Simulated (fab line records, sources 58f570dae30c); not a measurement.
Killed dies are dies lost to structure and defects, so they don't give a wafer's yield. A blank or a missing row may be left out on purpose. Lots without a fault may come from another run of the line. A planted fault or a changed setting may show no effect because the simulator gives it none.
Chamber matching | flow berkeley_cmos170 | UCB170_V2_ETCH_14 on rie_diel-03: 4 sister chambers
The step etches SiO2 in CHF3/CF4/Ar, stops on Al, target depth 1250 nm, time 291 s. 14 wafers are shown with their chamber, then 7 later ones without.

WAFERS WITH THEIR CHAMBER
wafer  | chamber | throttle_valve_pct (%) | oes_product_au (a.u.)
L177.2 | 2       | 6.91                   | 0.877
L177.4 | 0       | 6.69                   | 0.882
L177.6 | 1       | 6.98                   | 0.860
L179.2 | 1       | 7.01                   | 0.854
L179.4 | 2       | 6.89                   | 0.866
L179.5 | 0       | 6.69                   | 0.878
L181.2 | 1       | 6.99                   | 0.856
L181.3 | 3       | 6.99                   | 0.883
L181.4 | 2       | 6.90                   | 0.865
L187.3 | 3       | 6.99                   | 0.879
L187.4 | 2       | 6.90                   | 0.876
L187.5 | 3       | 6.97                   | 0.882
L188.1 | 1       | 7.00                   | 0.850
L188.2 | 2       | 6.91                   | 0.874

SIGNATURES (means of the wafers above)
reading            | chamber 0 | chamber 1 | chamber 2 | chamber 3 | scatter within a chamber
throttle_valve_pct | 6.6900    | 6.9950    | 6.9020    | 6.9833    | 0.0102
oes_product_au     | 0.88000   | 0.85500   | 0.87160   | 0.88133   | 0.00445
Rule: a wafer's distance from a chamber is the root of the sum, over the readings, of the square of ((its reading less the chamber's mean) divided by the reading's scatter). The wafer belongs to the nearest chamber; if the next one is less than 2 further off, it can't be placed. The scatter: the root of (the sum of the squares of (reading less its chamber's mean) over the shown wafers, divided by (wafers less chambers)).

WAFERS WITHOUT THEIR CHAMBER
wafer  | throttle_valve_pct (%) | oes_product_au (a.u.)
L188.3 | 6.68                   | 0.875
L193.1 | 6.99                   | 0.861
L193.2 | 7.00                   | 0.881
L193.3 | 6.68                   | 0.875
L196.2 | 6.69                   | 0.876
L196.3 | 7.00                   | 0.854
L196.4 | 6.88                   | 0.870

WHICH CHAMBER EACH WENT THROUGH
wafer  | from the rows above | in truth
L188.3 | 0                   | 0
L193.1 | 1                   | 1
L193.2 | 3                   | 3
L193.3 | 0                   | 0
L196.2 | 0                   | 0
L196.3 | 1                   | 1
L196.4 | 2                   | 2
Placed correctly: 7 of 7. Can't be placed from these rows: 0. Placed wrongly: 0.
